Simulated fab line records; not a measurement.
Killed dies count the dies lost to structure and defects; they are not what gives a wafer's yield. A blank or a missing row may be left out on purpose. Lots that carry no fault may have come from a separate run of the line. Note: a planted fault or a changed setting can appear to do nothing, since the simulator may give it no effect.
fab line records	flow rit-cmos
record lots=6	wafers=18	last-day=7
route steps=202 shown SDANNEAL@156 PSD@157 NSD@158 PLDD@159 NLDD@160 SILICIDE@161 CONTACT@168 M1@202
lots that met no fault: taken from a fault-free run of the same line
start-h: hours from the record's first day to the start of the lot's first wafer shown	wait-h: hours elapsed since this lot's preceding step	" the same as in the row above	L1.1+2: a row that stands for several wafers	- either no value or no given start	* or withheld: withheld	< > ~ a bound
route shown NAME@n: NAME is a module with steps in the file, n the number in the route of the first one	usual: mean/standard deviation taken from wafers without a fault	same: alike in all rows	chamber/n: place in a boat	sites: readings site by site	_std_site: how widely they spread, as a standard deviation	_edge_site: inner sites' mean taken away from outer sites' mean	radius-mm: for every site, how far away it sits from the centre of the wafer	mask NAME#n: copy n	behind: tool/chamber where the wafer was last shaped	hold: why the lot was held/for how many hours/how that ended	device: the transistor (n, p or np) that didn't switch	end of line: the tests these same wafers got at the end of their route	a step with no rows: only its recipe	killed: dies that structure and defects cost at the first sort, which is not the same as the wafer's yield	map: dies across one wafer; x = killed, . = not, _ = none there
set.NAME: the setting the step ran with; set.NAME@STEP: the setting that earlier step ran with	model.NAME: the simulator's own value behind a step, which no gauge read
lots at selected steps of the route; one table per step, one row per wafer
services: when a tool's chamber went out of use (start-h, in hours from the record's first day, below 0 if earlier), for how many hours, and the reason
## steps
# step RIT_SDANNEAL_RTA_03
# recipe temp-c=1050	time-s=5	idle-temp-c=600	ramp-up-c-per-s=342	ramp-down-c-per-s=171	cool-to-c=600	ambient=N2
# usual wafer_temp_C_max=1053.6/1.1
# same time-s=5
lot.wafer	tool	chamber	start-h	wait-h	wafer_temp_C_max
L493.1	rtp-anneal-02	0	91.08	0.0	1053.3
L493.3	"	0	"	"	1054.5
L493.5	"	0	"	"	1055.5
L494.2	rtp-anneal-01	0	94.50	0.0	1053.4
L494.3	"	0	"	"	1053.8
L494.6	"	0	"	"	1052.5
L503.1	rtp-anneal-02	0	141.52	0.0	1054.0
L503.4	"	0	"	"	1052.4
L503.5	"	0	"	"	1053.4
L504.3	rtp-anneal-01	0	147.88	0.0	1053.5
L504.5	"	0	"	"	1053.2
L504.6	"	0	"	"	1052.6
L505.2	rtp-anneal-02	0	151.24	0.0	1052.3
L505.4	"	0	"	"	1055.6
L505.5	"	0	"	"	1052.3
L508.2	rtp-anneal-01	0	166.28	0.0	1053.9
L508.3	"	0	"	"	1052.0
L508.5	"	0	"	"	1053.9
# step RIT_SDANNEAL_RS_MEAS_04
# recipe thk-meas-gauge=four-point-probe
# usual PSD_RS=116.0/0.39
lot.wafer	tool	chamber	start-h	wait-h	PSD_RS[ohm/sq]
L493.1	film-metro-02	-	91.14	0.0	116.1
L493.3	"	-	"	"	115.9
L493.5	"	-	"	"	116.1
L494.2	film-metro-02	-	94.57	0.1	116.1
L494.3	"	-	"	"	116.0
L494.6	"	-	"	"	116.0
L503.1	film-metro-01	-	141.58	0.0	116.1
L503.4	"	-	"	"	116.7
L503.5	"	-	"	"	116.6
L504.3	film-metro-01	-	148.00	0.1	116.3
L504.5	"	-	"	"	116.5
L504.6	"	-	"	"	116.6
L505.2	film-metro-04	-	151.31	0.1	115.8
L505.4	"	-	"	"	115.9
L505.5	"	-	"	"	116.2
L508.2	film-metro-02	-	166.40	0.1	115.9
L508.3	"	-	"	"	116.1
L508.5	"	-	"	"	116.3
# step RIT_SDANNEAL_RS_MEAS_05
# recipe thk-meas-gauge=four-point-probe
# usual NSD_RS=84.52/0.28
lot.wafer	tool	chamber	start-h	wait-h	NSD_RS[ohm/sq]
L493.1	film-metro-02	-	91.26	0.1	84.76
L493.3	"	-	"	"	84.64
L493.5	"	-	"	"	85.00
L494.2	film-metro-02	-	94.69	0.1	84.74
L494.3	"	-	"	"	84.28
L494.6	"	-	"	"	84.58
L503.1	film-metro-01	-	141.70	0.1	84.46
L503.4	"	-	"	"	84.51
L503.5	"	-	"	"	84.46
L504.3	film-metro-01	-	148.12	0.1	84.79
L504.5	"	-	"	"	84.75
L504.6	"	-	"	"	84.78
L505.2	film-metro-04	-	151.43	0.1	84.31
L505.4	"	-	"	"	84.44
L505.5	"	-	"	"	84.43
L508.2	film-metro-02	-	166.52	0.1	84.49
L508.3	"	-	"	"	84.70
L508.5	"	-	"	"	84.69
# step RIT_SDANNEAL_RS_MEAS_06
# recipe thk-meas-gauge=four-point-probe
# usual PLDD_RS=178.8/0.53
lot.wafer	tool	chamber	start-h	wait-h	PLDD_RS[ohm/sq]
L493.1	film-metro-02	-	91.38	0.1	179.0
L493.3	"	-	"	"	179.5
L493.5	"	-	"	"	178.8
L494.2	film-metro-02	-	94.81	0.1	178.7
L494.3	"	-	"	"	179.0
L494.6	"	-	"	"	179.1
L503.1	film-metro-01	-	141.82	0.1	179.4
L503.4	"	-	"	"	179.1
L503.5	"	-	"	"	179.2
L504.3	film-metro-01	-	148.24	0.1	179.3
L504.5	"	-	"	"	179.1
L504.6	"	-	"	"	179.2
L505.2	film-metro-04	-	151.55	0.1	178.7
L505.4	"	-	"	"	178.6
L505.5	"	-	"	"	178.9
L508.2	film-metro-02	-	166.64	0.1	179.1
L508.3	"	-	"	"	179.4
L508.5	"	-	"	"	178.8
# step RIT_SDANNEAL_RS_MEAS_07
# recipe thk-meas-gauge=four-point-probe
# usual NLDD_RS=151.7/0.54
lot.wafer	tool	chamber	start-h	wait-h	NLDD_RS[ohm/sq]
L493.1	film-metro-02	-	91.50	0.1	152.8
L493.3	"	-	"	"	152.4
L493.5	"	-	"	"	151.9
L494.2	film-metro-02	-	94.93	0.1	151.9
L494.3	"	-	"	"	151.2
L494.6	"	-	"	"	151.9
L503.1	film-metro-01	-	141.94	0.1	151.8
L503.4	"	-	"	"	151.6
L503.5	"	-	"	"	151.9
L504.3	film-metro-01	-	148.36	0.1	152.1
L504.5	"	-	"	"	152.1
L504.6	"	-	"	"	152.1
L505.2	film-metro-04	-	151.67	0.1	151.3
L505.4	"	-	"	"	151.5
L505.5	"	-	"	"	151.9
L508.2	film-metro-02	-	166.76	0.1	152.4
L508.3	"	-	"	"	151.7
L508.5	"	-	"	"	152.3
# step RIT_SILICIDE_WET_ETCH_00
# recipe chemistry=BOE	target=SiO2	target-depth-nm=14	time-s=15	dry=n2-spin	dilution=10:1	temp-c=21.5
# step RIT_SILICIDE_SPUTTER_01
# recipe material=Ti	target-thk-nm=30	power-w=350	chamber-pressure-pa=0.667	gas=Ar	time-s=240	substrate-temp-c=25
# usual throttle-valve-pct=29.3/1.3
# same time-s=240
lot.wafer	tool	chamber	start-h	wait-h	throttle-valve-pct
L493.1	pvd-sputter-02	-	91.64	0.0	31.0
L493.3	"	-	"	"	31.7
L493.5	"	-	"	"	29.8
L494.2	pvd-sputter-01	-	95.05	0.0	27.9
L494.3	"	-	"	"	29.4
L494.6	"	-	"	"	27.8
L503.1	pvd-sputter-01	-	142.08	0.0	26.9
L503.4	"	-	"	"	29.5
L503.5	"	-	"	"	29.4
L504.3	pvd-sputter-04	-	148.45	0.0	30.7
L504.5	"	-	"	"	29.9
L504.6	"	-	"	"	30.6
L505.2	pvd-sputter-01	-	151.78	0.0	27.6
L505.4	"	-	"	"	29.3
L505.5	"	-	"	"	27.7
L508.2	pvd-sputter-02	-	166.87	0.0	31.6
L508.3	"	-	"	"	31.1
L508.5	"	-	"	"	31.4
# step RIT_SILICIDE_RS_MEAS_02
# recipe thk-meas-gauge=four-point-probe	reads=Ti_of_SILICIDE_SPUTTER_01
# usual SILICIDE_TI_RS=47.7/0.82
lot.wafer	tool	chamber	start-h	wait-h	SILICIDE_TI_RS[ohm/sq]
L493.1	film-metro-03	-	91.79	0.1	47.4
L493.3	"	-	"	"	47.4
L493.5	"	-	"	"	47.9
L494.2	film-metro-03	-	95.22	0.1	46.7
L494.3	"	-	"	"	48.1
L494.6	"	-	"	"	46.8
L503.1	film-metro-03	-	142.23	0.1	47.6
L503.4	"	-	"	"	48.3
L503.5	"	-	"	"	47.7
L504.3	film-metro-03	-	148.64	0.1	46.6
L504.5	"	-	"	"	48.2
L504.6	"	-	"	"	46.5
L505.2	film-metro-02	-	151.95	0.1	47.3
L505.4	"	-	"	"	48.4
L505.5	"	-	"	"	46.9
L508.2	film-metro-01	-	167.04	0.1	47.5
L508.3	"	-	"	"	47.0
L508.5	"	-	"	"	47.3
# step RIT_SILICIDE_THK_MEAS_03
# recipe thk-meas-gauge=xrf	reads=Ti_of_SILICIDE_SPUTTER_01
# usual SILICIDE_TI_THK=30.3/0.42
lot.wafer	tool	chamber	start-h	wait-h	SILICIDE_TI_THK[nm]
L493.1	film-metro-03	-	91.91	0.1	30.3
L493.3	"	-	"	"	30.4
L493.5	"	-	"	"	30.2
L494.2	film-metro-03	-	95.33	0.1	30.8
L494.3	"	-	"	"	30.1
L494.6	"	-	"	"	30.5
L503.1	film-metro-03	-	142.35	0.1	30.2
L503.4	"	-	"	"	29.9
L503.5	"	-	"	"	30.2
L504.3	film-metro-03	-	148.74	0.1	30.9
L504.5	"	-	"	"	30.0
L504.6	"	-	"	"	30.8
L505.2	film-metro-02	-	152.06	0.1	30.7
L505.4	"	-	"	"	30.2
L505.5	"	-	"	"	30.9
L508.2	film-metro-01	-	167.15	0.1	30.6
L508.3	"	-	"	"	30.7
L508.5	"	-	"	"	30.7
# step RIT_SILICIDE_RTA_04
# recipe temp-c=650	time-s=10	idle-temp-c=25	ramp-up-s=5	ramp-down-s=5	cool-to-c=25	ambient=N2
# usual wafer_temp_C_max=653.6/1.2
# same time-s=10
lot.wafer	tool	chamber	start-h	wait-h	wafer_temp_C_max
L493.1	rtp-anneal-01	0	91.97	0.1	653.2
L493.3	"	0	"	"	651.8
L493.5	"	0	"	"	652.8
L494.2	rtp-anneal-02	0	95.40	0.1	653.0
L494.3	"	0	"	"	654.4
L494.6	"	0	"	"	653.9
L503.1	rtp-anneal-01	0	142.41	0.1	652.5
L503.4	"	0	"	"	652.7
L503.5	"	0	"	"	652.9
L504.3	rtp-anneal-02	0	148.81	0.1	653.4
L504.5	"	0	"	"	654.3
L504.6	"	0	"	"	657.2
L505.2	rtp-anneal-01	0	152.13	0.1	652.7
L505.4	"	0	"	"	652.2
L505.5	"	0	"	"	653.4
L508.2	rtp-anneal-02	0	167.22	0.1	655.4
L508.3	"	0	"	"	653.8
L508.5	"	0	"	"	655.9
# step RIT_SILICIDE_WET_ETCH_05
# recipe chemistry=SPM	target=Ti	temp-c=90	time-s=120	dry=n2-spin
# step RIT_SILICIDE_RTA_06
# recipe temp-c=750	time-s=10	idle-temp-c=25	ramp-up-s=5	ramp-down-s=10	cool-to-c=25	ambient=N2
# usual wafer_temp_C_max=754.1/1.6
# same time-s=10
lot.wafer	tool	chamber	start-h	wait-h	wafer_temp_C_max
L493.1	rtp-anneal-02	0	92.07	0.0	756.5
L493.3	"	0	"	"	756.6
L493.5	"	0	"	"	756.2
L494.2	rtp-anneal-01	0	95.50	0.0	753.5
L494.3	"	0	"	"	753.1
L494.6	"	0	"	"	753.7
L503.1	rtp-anneal-02	0	142.52	0.0	754.5
L503.4	"	0	"	"	753.4
L503.5	"	0	"	"	755.3
L504.3	rtp-anneal-01	0	148.94	0.0	753.4
L504.5	"	0	"	"	752.6
L504.6	"	0	"	"	752.4
L505.2	rtp-anneal-02	0	152.30	0.0	754.1
L505.4	"	0	"	"	756.5
L505.5	"	0	"	"	756.7
L508.2	rtp-anneal-01	0	167.34	0.0	752.0
L508.3	"	0	"	"	752.4
L508.5	"	0	"	"	752.2
# step RIT_CONTACT_CVD_00
# recipe material=SiO2	target-thk-nm=400	precursor=TEOS	temp-c=390	time-s=61	rf-w=400
# usual heater-power-w=321/63	rf-fwd-power-W=396.3/1.8	time-s=61/0
lot.wafer	tool	chamber	start-h	wait-h	heater-power-w	rf-fwd-power-W	time-s
L493.1	pecvd-02	2	92.14	0.1	224	395.7	61
L493.3	"	1	"	"	307	397.4	61
L493.5	"	2	"	"	255	394.9	61
L494.2	pecvd-03	2	95.56	0.0	418	397.2	61
L494.3	"	1	"	"	230	396.2	61
L494.6	"	1	"	"	250	397.7	61
L503.1	pecvd-01	1	142.59	0.1	-	-	-
L503.4	"	0	"	"	-	-	-
L503.5	"	2	"	"	-	-	-
L504.3	pecvd-03	1	149.03	0.1	-	-	-
L504.5	"	2	"	"	-	-	-
L504.6	"	1	"	"	-	-	-
L505.2	pecvd-02	2	152.35	0.0	228	394.7	61
L505.4	"	2	"	"	250	395.9	61
L505.5	"	0	"	"	262	398.5	61
L508.2	pecvd-02	0	167.45	0.1	257	396.5	61
L508.3	"	1	"	"	244	397.0	61
L508.5	"	1	"	"	275	397.3	61
# step RIT_CONTACT_HMDS_02
# recipe prime-time-s=60	prime-temp-c=140
# step RIT_CONTACT_COAT_03
# recipe resist=NOVOLAK	spin-rpm=3250	resist-thk-nm=1000
# step RIT_CONTACT_SOFTBAKE_04
# recipe resist=NOVOLAK	temp-c=90	time-s=60
# step RIT_CONTACT_EXPOSE_05
# recipe mask-id=M11	na=0.6	source-shape=conventional	sigma-outer=0.5	target-cd-nm=1000	dose-mj=250
# step RIT_CONTACT_PEB_06
# recipe resist=NOVOLAK	temp-c=withheld	time-s=withheld
# step RIT_CONTACT_DEVELOP_07
# recipe resist=NOVOLAK	develop-time-s=120	dev-temp-c=23
# step RIT_CONTACT_CD_MEAS_08
# recipe target-cd-nm=1000
# usual cd-nm=999.5/2
lot.wafer	tool	chamber	start-h	wait-h	cd-nm
L493.1	cd-sem-01	-	93.54	-	996.3
L493.3	"	-	"	"	999.2
L493.5	"	-	"	"	997.0
L494.2	cd-sem-01	-	96.66	-	999.4
L494.3	"	-	"	"	1000.7
L494.6	"	-	"	"	1000.9
L503.1	cd-sem-02	-	143.79	-	1000.5
L503.4	"	-	"	"	1000.9
L503.5	"	-	"	"	1002.3
L504.3	cd-sem-02	-	150.14	-	998.6
L504.5	"	-	"	"	998.2
L504.6	"	-	"	"	997.9
L505.2	cd-sem-01	-	153.45	-	1001.7
L505.4	"	-	"	"	1001.7
L505.5	"	-	"	"	1000.2
L508.2	cd-sem-01	-	168.67	-	999.2
L508.3	"	-	"	"	1000.1
L508.5	"	-	"	"	999.6
# step RIT_CONTACT_OVL_MEAS_09
# usual CONTACT_OVL=0.0/1.3
lot.wafer	tool	chamber	start-h	wait-h	CONTACT_OVL[nm]
L493.1	overlay-01	-	93.66	0.1	1.2
L493.3	"	-	"	"	0.1
L493.5	"	-	"	"	-0.3
L494.2	overlay-02	-	96.76	0.1	-0.5
L494.3	"	-	"	"	-0.8
L494.6	"	-	"	"	-1.7
L503.1	overlay-02	-	143.91	0.1	-0.4
L503.4	"	-	"	"	-1.7
L503.5	"	-	"	"	-0.2
L504.3	overlay-02	-	150.23	0.1	0.5
L504.5	"	-	"	"	0.7
L504.6	"	-	"	"	0.2
L505.2	overlay-02	-	153.56	0.1	2.2
L505.4	"	-	"	"	0.2
L505.5	"	-	"	"	-1.1
L508.2	overlay-02	-	168.77	0.1	0.1
L508.3	"	-	"	"	0.3
L508.5	"	-	"	"	0.0
# step RIT_CONTACT_HARDBAKE_10
# recipe resist=NOVOLAK	temp-c=140	time-s=60
# step RIT_CONTACT_ETCH_11
# recipe target-depth-a=4800	over-etch-frac=0.2	stop-on=TiSi2	chemistry=CHF3/CF4/Ar	target=SiO2	CHF3_flow_sccm=50	cf4-flow-sccm=10	Ar_flow_sccm=100	O2_flow_sccm=5	pressure-mtorr=100	rf-w=200	time-s=320
# usual drypump-motor-current-A=5.5/0.51	oes-product-au=0.983/0.015	throttle-valve-pct=8.83/0.13
# same over-etch-frac=0.2	time-s=320
lot.wafer	tool	chamber	start-h	wait-h	drypump-motor-current-A	oes-product-au	rf-hours-counter-h	throttle-valve-pct	model.etch.depth-nm	model.CONTACT.feature-depth-nm
L493.1	rie-diel-01	0	93.85	0.1	5.9	0.995	7	8.83	395.4	395.4
L493.3	"	3	"	"	4.8	0.993	142	8.76	398.8	398.8
L493.5	"	1	"	"	5.1	0.984	-	8.81	399.7	399.7
L494.2	rie-diel-03	2	96.94	0.1	5.9	1.003	81	8.93	394.3	394.3
L494.3	"	3	"	"	5.2	0.976	43	8.72	404.2	404.2
L494.6	"	1	"	"	5.1	0.974	-	8.70	414.6	414.7
L503.1	rie-diel-02	2	144.09	0.1	5.3	0.910	9	8.59	0	1e-09
L503.4	"	0	"	"	5.3	0.923	102	9.01	0	1e-09
L503.5	"	2	"	"	5.3	0.908	-	8.58	0	1e-09
L504.3	rie-diel-02	3	150.41	0.1	6.7	0.945	138	8.91	0	1e-09
L504.5	"	2	"	"	5.3	0.903	-	8.58	0	1e-09
L504.6	"	1	"	"	5.3	0.906	-	8.79	0	1e-09
L505.2	rie-diel-03	1	153.74	0.1	5.1	0.979	3	8.71	395.6	395.6
L505.4	"	2	"	"	5.9	1.006	83	8.93	396	396
L505.5	"	2	"	"	5.8	1.003	-	8.94	407.9	407.9
L508.2	rie-diel-03	1	168.95	0.1	5.1	0.985	3	8.68	396.4	396.4
L508.3	"	0	"	"	5.6	0.974	7	8.99	394.2	394.2
L508.5	"	1	"	"	5.1	0.979	-	8.68	397	397
# step RIT_CONTACT_STRIP_12
# recipe chemistry=O2	time-s=180	resist=NOVOLAK	platen-temp-c=withheld	power-w=500	pressure-mtorr=4000	o2-flow-sccm=4000
# usual drypump-motor-current-A=6.0/0.5
# same time-s=180
lot.wafer	tool	chamber	start-h	wait-h	drypump-motor-current-A	rf-hours-counter-h
L493.1	plasma-asher-02	0	94.04	0.1	6.1	31
L493.3	"	1	"	"	6.4	-
L493.5	"	0	"	"	6.1	-
L494.2	plasma-asher-04	0	97.14	0.1	6.0	45
L494.3	"	1	"	"	5.4	-
L494.6	"	1	"	"	5.4	-
L503.1	plasma-asher-02	0	144.29	0.1	6.1	37
L503.4	"	1	"	"	6.4	-
L503.5	"	1	"	"	6.4	-
L504.3	plasma-asher-01	1	150.66	0.2	5.1	-
L504.5	"	0	"	"	6.6	-
L504.6	"	1	"	"	5.1	-
L505.2	plasma-asher-01	1	153.93	0.1	5.1	52
L505.4	"	1	"	"	5.1	-
L505.5	"	1	"	"	5.1	-
L508.2	plasma-asher-02	1	169.15	0.1	6.4	40
L508.3	"	0	"	"	6.1	-
L508.5	"	1	"	"	6.4	-
# step RIT_CONTACT_CD_MEAS_90
# recipe target-cd-nm=1000
# usual cd-nm=999.6/2.1
lot.wafer	tool	chamber	start-h	wait-h	cd-nm
L493.1	cd-sem-01	-	94.22	0.1	996.5
L493.3	"	-	"	"	999.4
L493.5	"	-	"	"	997.5
L494.2	cd-sem-02	-	97.33	0.1	998.8
L494.3	"	-	"	"	1000.0
L494.6	"	-	"	"	1001.2
L503.1	cd-sem-02	-	144.46	0.1	-
L503.4	"	-	"	"	-
L503.5	"	-	"	"	-
L504.3	cd-sem-02	-	150.82	0.1	-
L504.5	"	-	"	"	-
L504.6	"	-	"	"	-
L505.2	cd-sem-02	-	154.13	0.1	1002.4
L505.4	"	-	"	"	1001.1
L505.5	"	-	"	"	999.8
L508.2	cd-sem-02	-	169.34	0.1	999.4
L508.3	"	-	"	"	1000.8
L508.5	"	-	"	"	1000.4
# step RIT_CONTACT_CLEAN_13
# recipe chemistry=SC1	mix=3:3:50	time-s=600	temp-c=75
# step RIT_M1_PROBE_99
# usual killed_at_M0_to_M3=0.0/0.12	killed-at-contacts=0.1/0.25	killed-at-front-end=8/3.3	killed-dies=8/3.3	killed-on-rim=2.2/1.6	killed-open=3.9/2.1	killed-short=3.8/2.2
# same gross-dies=264	killed_at_M4_up=0	killed-at-back-side=0	killed-at-other=0
lot.wafer	tool	chamber	start-h	wait-h	killed_at_M0_to_M3	killed-at-contacts	killed-at-front-end	killed-dies	killed-on-rim	killed-open	killed-short
L493.1	prober-02	-	98.70	0.1	0	0	4	4	1	1	3
L493.3	prober-02	-	98.80	0.2	0	0	15	15	2	9	6
L493.5	prober-02	-	98.90	0.2	0	0	11	11	5	4	7
L494.2	prober-01	-	103.72	0.1	0	0	8	8	1	4	4
L494.3	prober-01	-	103.77	0.2	0	0	5	5	2	5	0
L494.6	prober-01	-	103.92	0.2	0	0	12	12	1	7	5
L503.1	prober-02	-	149.34	0.1	0	261	3	264	70	1	2
L503.4	prober-02	-	149.49	0.2	0	263	1	264	70	0	1
L503.5	prober-02	-	149.54	0.2	0	262	2	264	70	1	2
L504.3	prober-01	-	155.47	0.2	1	262	1	264	70	1	0
L504.5	prober-01	-	155.57	0.2	0	263	1	264	70	1	0
L504.6	prober-01	-	155.62	0.2	0	263	1	264	70	0	1
L505.2	prober-02	-	158.85	0.1	0	0	14	14	4	8	6
L505.4	prober-02	-	158.95	0.2	0	0	11	11	2	4	7
L505.5	prober-02	-	159.00	0.2	0	0	5	5	1	2	3
L508.2	prober-01	-	175.29	0.1	0	0	6	6	0	2	4
L508.3	prober-01	-	175.34	0.2	0	1	5	6	1	5	1
L508.5	prober-01	-	175.44	0.2	0	0	9	9	3	6	3
# killed by level:class
L493.1 FOX2:geometric-particle:open=1 GATE:geometric-particle:short=1 REOX:geometric-particle:short=1 SPACER:geometric-particle:short=1
L493.3 GATE:geometric-particle:open=3 FOX1:geometric-particle:short=2 FOX1:geometric-particle:open=2 GATE:geometric-particle:short=2 SILICIDE:geometric-particle:open=2 FOX2:geometric-particle:short=1 REOX:geometric-particle:open=1 SPACER:geometric-particle:open=1
L493.5 FOX1:geometric-particle:short=3 FOX2:geometric-particle:short=2 FOX1:geometric-particle:open=1 SPACER:geometric-particle:open=1 GATE:geometric-particle:open=1 GATE:geometric-particle:short=1 SILICIDE:geometric-particle:open=1 SILICIDE:geometric-particle:short=1
L494.2 SPACER:geometric-particle:open=2 SILICIDE:geometric-particle:short=2 SILICIDE:geometric-particle:open=2 GATE:geometric-particle:short=1 SPACER:geometric-particle:short=1
L494.3 GATE:geometric-particle:open=3 REOX:geometric-particle:open=1 SILICIDE:geometric-particle:open=1
L494.6 GATE:geometric-particle:short=3 FOX2:geometric-particle:open=2 SPACER:geometric-particle:open=2 FOX1:geometric-particle:short=1 GATE:geometric-particle:open=1 REOX:geometric-particle:open=1 SPACER:geometric-particle:short=1 SILICIDE:geometric-particle:open=1
L503.1 CONTACT:lost-pattern=259 SPACER:geometric-particle:short=1 SPACER:geometric-particle:open=1 SILICIDE:geometric-particle:short=1 CONTACT:area-etch=1 CONTACT:area-cvd=1
L503.4 CONTACT:lost-pattern=262 REOX:geometric-particle:short=1 CONTACT:area-cvd=1
L503.5 CONTACT:lost-pattern=260 GATE:geometric-particle:open=1 SPACER:geometric-particle:short=1 CONTACT:geometric-particle:short=1 CONTACT:area-cvd=1
L504.3 CONTACT:lost-pattern=262 GATE:geometric-particle:open=1 M1:area-expose=1
L504.5 CONTACT:lost-pattern=262 SILICIDE:geometric-particle:open=1 CONTACT:area-etch=1
L504.6 CONTACT:lost-pattern=262 GATE:geometric-particle:short=1 CONTACT:area-etch=1
L505.2 FOX1:geometric-particle:open=3 GATE:geometric-particle:open=3 FOX1:geometric-particle:short=2 GATE:geometric-particle:short=2 REOX:geometric-particle:open=1 REOX:geometric-particle:short=1 SILICIDE:geometric-particle:short=1 SILICIDE:geometric-particle:open=1
L505.4 SILICIDE:geometric-particle:short=3 SILICIDE:geometric-particle:open=3 SPACER:geometric-particle:short=2 FOX1:geometric-particle:short=1 GATE:geometric-particle:short=1 SPACER:geometric-particle:open=1
L505.5 FOX1:geometric-particle:open=2 GATE:geometric-particle:short=2 SILICIDE:geometric-particle:short=1
L508.2 FOX1:geometric-particle:open=2 GATE:geometric-particle:short=2 REOX:geometric-particle:short=1 SILICIDE:geometric-particle:short=1
L508.3 GATE:geometric-particle:open=2 ACTIVE:geometric-particle:short=1 FOX1:geometric-particle:open=1 REOX:geometric-particle:open=1 CONTACT:geometric-particle:open=1
L508.5 SILICIDE:geometric-particle:open=4 GATE:geometric-particle:short=2 FOX2:geometric-particle:short=1 GATE:geometric-particle:open=1 REOX:geometric-particle:open=1
# map L503.1 (x killed, . not)
________xxxxxxx_______
_____xxxxxxxxxxxxx____
____xxxxxxxxxxxxxxx___
___xxxxxxxxxxxxxxxxx__
__xxxxxxxxxxxxxxxxxxx_
__xxxxxxxxxxxxxxxxxxx_
_xxxxxxxxxxxxxxxxxxxxx
_xxxxxxxxxxxxxxxxxxxxx
_xxxxxxxxxxxxxxxxxxxxx
_xxxxxxxxxxxxxxxxxxxxx
__xxxxxxxxxxxxxxxxxxx_
__xxxxxxxxxxxxxxxxxxx_
___xxxxxxxxxxxxxxxxx__
____xxxxxxxxxxxxxxx___
_____xxxxxxxxxxxxx____
________xxxxxxx_______
# map L504.3 (x killed, . not)
________xxxxxxx_______
_____xxxxxxxxxxxxx____
____xxxxxxxxxxxxxxx___
___xxxxxxxxxxxxxxxxx__
__xxxxxxxxxxxxxxxxxxx_
__xxxxxxxxxxxxxxxxxxx_
_xxxxxxxxxxxxxxxxxxxxx
_xxxxxxxxxxxxxxxxxxxxx
_xxxxxxxxxxxxxxxxxxxxx
_xxxxxxxxxxxxxxxxxxxxx
__xxxxxxxxxxxxxxxxxxx_
__xxxxxxxxxxxxxxxxxxx_
___xxxxxxxxxxxxxxxxx__
____xxxxxxxxxxxxxxx___
_____xxxxxxxxxxxxx____
________xxxxxxx_______
## services
tool	chamber	start-h	hours	kind
pvd-sputter-01	-	83.83	0.6	repair
pecvd-02	0	88.36	6.4	repair
pecvd-03	-	90.98	2.8	pm
pecvd-02	1	93.62	6.2	repair
rie-diel-01	-	98.85	2.4	repair
plasma-asher-04	-	108.75	9.0	pm
plasma-asher-04	0	108.75	9.0	vent-cycle
plasma-asher-04	1	108.75	9.0	vent-cycle
pecvd-02	-	109.44	5.5	pm
plasma-asher-01	-	112.34	9.9	pm
plasma-asher-04	0	117.75	-	clean
plasma-asher-04	1	117.75	-	clean
pecvd-01	1	124.70	-	calibration
rie-diel-01	2	131.50	3.7	repair
pvd-sputter-01	-	132.38	3.9	repair
pecvd-02	-	148.43	0.8	repair
rie-diel-03	3	161.44	13.6	repair
pecvd-01	2	163.26	6.5	repair
## key
first-sign step=RIT_CONTACT_CVD_00	reading=tool-record	direction=missing
effect step=RIT_CONTACT_ETCH_11	reading=oes-product-au	direction=down	sigmas=4.6	usual=0.983	struck=0.916
effect step=RIT_CONTACT_CD_MEAS_90	reading=cd-nm	direction=missing
effect step=RIT_M1_PROBE_99	reading=killed-at-contacts	direction=up	sigmas=99+	usual=0.1	struck=262.3
model-effect step=RIT_CONTACT_ETCH_11	value=etch.depth-nm	without=404.1	struck=0
met-at RIT_CONTACT_CVD_00
struck-wafers L503.1,L503.4,L503.5,L504.3,L504.5,L504.6
later-rows-left-out L503.1,L503.4,L503.5,L504.3,L504.5,L504.6
tester-left-out L503,L504
onset-between 95.56 142.59
fault kind=skipped-step-whole	tool=pecvd-01,pecvd-03	chamber=-	onset-h=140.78	steps=RIT_CONTACT_CVD_00	scope=struck-lots-only
# tester-left-out: of these lots the tester's yield and bins aren't shown, on N5 and GAA mostly nor the transistor test; their killed dies are dies lost to structure and defects alone, not to doping, threshold or leakage, so they don't give the yield
# later-rows-left-out: the simulator's readings of these wafers behind a module that went badly wrong aren't trusted and aren't shown, but for the sort
